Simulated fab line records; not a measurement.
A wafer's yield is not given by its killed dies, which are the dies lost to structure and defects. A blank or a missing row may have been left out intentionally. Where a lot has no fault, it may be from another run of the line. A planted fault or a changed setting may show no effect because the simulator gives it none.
Chamber matching + flow berkeley_cmos170 + UCB170_V2_CMP_02 on cmp-02 has 4 sister chambers
The step polishes SiO2. 14 wafers are shown with their chamber, then 7 later ones without.

EACH WAFER AND ITS CHAMBER
| wafer  | chamber | motor_current_A (A) | slurry_filter_dp_kPa (kPa) |
|--------|---------|---------------------|----------------------------|
| L331.2 | 3       | 20.2                | 13.86                      |
| L331.3 | 2       | 13.8                | 13.43                      |
| L331.6 | 0       | 16.1                | 13.74                      |
| L337.1 | 1       | 16.6                | 13.58                      |
| L337.3 | 0       | 14.7                | 13.55                      |
| L337.5 | 2       | 14.4                | 13.44                      |
| L339.2 | 2       | 13.8                | 13.53                      |
| L339.4 | 3       | 19.7                | 13.44                      |
| L339.6 | 3       | 20.6                | 13.65                      |
| L340.1 | 1       | 16.1                | 13.57                      |
| L340.4 | 0       | 15.2                | 13.46                      |
| L340.6 | 0       | 14.8                | 13.58                      |
| L342.3 | 1       | 17.3                | 13.38                      |
| L342.5 | 3       | 20.8                | 13.50                      |

SIGNATURES, as means of the wafers listed above
| reading              | chamber 0 | chamber 1 | chamber 2 | chamber 3 | scatter within a chamber |
|----------------------|-----------|-----------|-----------|-----------|--------------------------|
| motor_current_A      | 15.200    | 16.667    | 14.000    | 20.325    | 0.538                    |
| slurry_filter_dp_kPa | 13.5825   | 13.5100   | 13.4667   | 13.6125   | 0.133                    |
Rule: distance of a wafer from a chamber = root of the sum over the readings of ((wafer's reading minus chamber's mean) / reading's scatter) squared. If the next closest chamber is less than 2 further off than the closest, the wafer can't be placed; otherwise it belongs to the closest. The scatter: the root of (the sum of the squares of (reading less its chamber's mean) over the shown wafers, divided by (wafers less chambers)).

WAFERS WHOSE CHAMBER IS MISSING
| wafer  | motor_current_A (A) | slurry_filter_dp_kPa (kPa) |
|--------|---------------------|----------------------------|
| L342.6 | 15.5                | 13.58                      |
| L346.1 | 13.7                | 13.41                      |
| L346.3 | 15.3                | 13.42                      |
| L346.6 | 14.7                | 13.43                      |
| L354.3 | 19.9                | 13.48                      |
| L354.5 | 15.6                | 13.58                      |
| L354.6 | 16.2                | 13.56                      |

WHICH CHAMBER EACH WENT THROUGH
| wafer  | from the rows above          | in truth |
|--------|------------------------------|----------|
| L342.6 | can't be placed: 0 or 1      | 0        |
| L346.1 | 2                            | 2        |
| L346.3 | can't be placed: 0 or 2 or 1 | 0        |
| L346.6 | can't be placed: 2 or 0      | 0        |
| L354.3 | 3                            | 3        |
| L354.5 | can't be placed: 0 or 1      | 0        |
| L354.6 | can't be placed: 1 or 0      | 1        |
2 of 7 placed correctly. Can't be placed from these rows: 5 (the true chamber is among the candidates in 5). Wrongly placed: 0.
